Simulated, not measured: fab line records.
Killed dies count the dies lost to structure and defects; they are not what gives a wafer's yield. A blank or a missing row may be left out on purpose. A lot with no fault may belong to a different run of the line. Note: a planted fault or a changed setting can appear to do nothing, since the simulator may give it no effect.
2 desks, one fault -- flow rit-cmos -- each desk holds nothing but its own numbers, with what lay behind them at the end

## AT THE METROLOGY DESK
Lot by lot, what the gauges showed, no matter which tool ran the lot: averages of those sampled wafers that carry a number. The brackets show how far a lot's mean lies from the usual mean; more than 4 standard deviations puts the lot out of limits, marked OUT.
Columns: A = INCOMING_BOW at RIT_ACTIVE_BOW_MEAS_00, usual 0 um; B = ACTIVE_OXIDE_THK at RIT_ACTIVE_THK_MEAS_02, usual 46.8 nm; C = ACTIVE_NITRIDE_THK at RIT_ACTIVE_THK_MEAS_04, usual 149.8 nm; D = cd-nm at RIT_ACTIVE_CD_MEAS_11, usual 1400.1 nm
lot,first seen here,A,B,C,D
L765,day 1 20:02,2,46.8,149.6,1398.6
L766,day 2 01:01,-0,46.3,150.9,1398.4
L770,day 2 21:00,-3,46.5,151.2,1402.7
L772,day 3 07:01,0,47.0,150.6,1400.5
L774,day 3 17:01,-4,46.6,148.2,1401.7
L781,day 5 04:01,1,47.9,150.4,1401.1
Result from this desk: across the 6 lots, nothing is out of limits.

## TOOL OWNER'S DESK, litho-track-03
At RIT_ACTIVE_HARDBAKE_12 (time 60 s), the tool's own readings, given per lot that ran on this tool as the mean of the sampled wafers with a number. The brackets show how far a lot's mean lies from the usual mean; more than 4 standard deviations puts the lot out of limits, marked OUT.
Columns: A = heater-power-total-W at RIT_ACTIVE_HARDBAKE_12, usual 62.55 W; B = plate-temp-C at RIT_ACTIVE_HARDBAKE_12, usual 139.98 C
lot,first seen here,A,B
L766,day 2 05:38,62.60,140.11
L770,day 3 03:55,69.15 (+99 or more) OUT,151.39 (+71) OUT
L774,day 3 21:44,69.10 (+99 or more) OUT,151.54 (+72) OUT
This desk finds L770, L774 out of limits, L770 being first, at day 3 03:55 (heater-power-total-W at RIT_ACTIVE_HARDBAKE_12). Within limits: L766.

## ALL TOGETHER
An alarm could have come from the tool owner's desk at day 3 03:55, on L770, L774.
From the metrology desk's view, nothing was out of limits.
The metrology desk has L770, L774 on record, within its limits.
On litho-track-03, each named lot ran RIT_ACTIVE_HARDBAKE_12.

## WHAT HAD BEEN PUT IN BY THE SIMULATOR
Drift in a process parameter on litho-track-03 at RIT_ACTIVE_HARDBAKE_12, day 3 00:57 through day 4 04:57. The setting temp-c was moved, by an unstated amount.
Shown lots that were struck: L770, L774.
Hours from the fault's start to each desk's first reading out of limits: the tool owner's desk, 3.
